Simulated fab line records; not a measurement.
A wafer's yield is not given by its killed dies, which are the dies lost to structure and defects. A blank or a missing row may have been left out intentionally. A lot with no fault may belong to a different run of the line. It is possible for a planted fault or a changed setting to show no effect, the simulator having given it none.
Problem report in the 8D (eight disciplines) form, filled by code :: flow berkeleyCmos170 :: the parts of the form that need people (team, actions taken, sign-off) are left out

== 1. THE PROBLEM ==
Mean NVT_TW at UCB170_NVT_TW_MEAS_09: 547 over 6 wafers in 2 lots; fault-free wafers: 518, standard deviation 4. That puts it +7.2 standard deviations away from the usual mean.
First seen on wafer L578.2, day 7 13:58, on filmMetro-02. Wafers with a number at this step in the record: 42, from 14 lots. Rule for "out" (also "out of limits"): further than 4 standard deviations from the usual mean. The rest of the wafers with a number are treated as sound.

== 2. WHAT THIS IS AND IS NOT ==
question: which readings at this step
is: NVT_TW
is not: -

question: which lots
is: L578, L582
is not: L568, L569, L570, L571, L573, L577, L580, L585, L586, L588, L589, L590

question: which wafers of those lots
is: all that have a number
is not: -

question: read on which gauges
is: filmMetro-02, filmMetro-04
is not: filmMetro-01

question: when
is: from day 7 13:58
is not: up to then (18 sound wafers); but 18 sound wafers of L580, L585, L586, L588, L589, L590 came after

== 3. WHAT RULES OUT EACH SUSPECT ==
Counting: a tool at a process step up to the reading stays a suspect if it ran every lot that is out and no sound lot after the first of them.
- the gauge at UCB170_NVT_TW_MEAS_09 is ruled out. The wafers that are out were read on 2 gauges (filmMetro-02, filmMetro-04).
- implanter-04 at UCB170_NVT_IMPLANT_07: kept. It processed each lot that is out, first L578 at day 7 13:44, and no sound lot thereafter; up to then, the last sound lot it processed was L573 at day 6 10:41. Its own beamEnergyKeV readings are out on those wafers.
The count leaves implanter-04 at UCB170_NVT_IMPLANT_07.

== 4. THE CAUSE (what the simulator had put in) ==
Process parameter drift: implanter-04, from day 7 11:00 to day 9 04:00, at UCB170_NVT_IMPLANT_07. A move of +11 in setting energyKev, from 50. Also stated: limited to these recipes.
The count eliminated every tool but this one.

== 5. THE CHAIN OF EFFECTS, in route order ==
Each row: a reading where the mean over the struck wafers with a number is more than 3 standard deviations away from the usual. Only readings whose record carries a usual standard deviation are examined. hours: median over the lots of the time between each lot's start at the first step of this table that gives one and its start at this step. sigmas: the change, counted in usual standard deviations.
hours: 0
step: UCB170_NVT_IMPLANT_07
reading: beamEnergyKeV
usual: 50.001
on struck wafers: 60.998
change: +10.997
sigmas: +99 or more

hours: 0
step: UCB170_NVT_TW_MEAS_09
reading: NVT_TW
usual: 518
on struck wafers: 547
change: +29
sigmas: +7.2
Its process steps:
- UCB170_NVT_IMPLANT_07
Later measuring or inspecting steps at which every struck wafer that the step has a row for has a number for every such reading, and none has moved that far: UCB170_M2_OVL_MEAS_16, UCB170_M3_CD_MEAS_15.

== 6. HOW IT WOULD HAVE BEEN CAUGHT EARLIER ==
The first out-of-limits reading at a measuring or inspecting step in this record came at day 7 13:58, 3 hours after the fault's start at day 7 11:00.
The tool's own readings at UCB170_NVT_IMPLANT_07 were out on every struck wafer that the step has a row for (beamEnergyKeV): an alarm limit on them would have fired on the first of those.
L582, from the lots that are out (2), started UCB170_NVT_IMPLANT_07 on implanter-04 later than day 7 13:58. A hold on the tool at that time would have spared it.
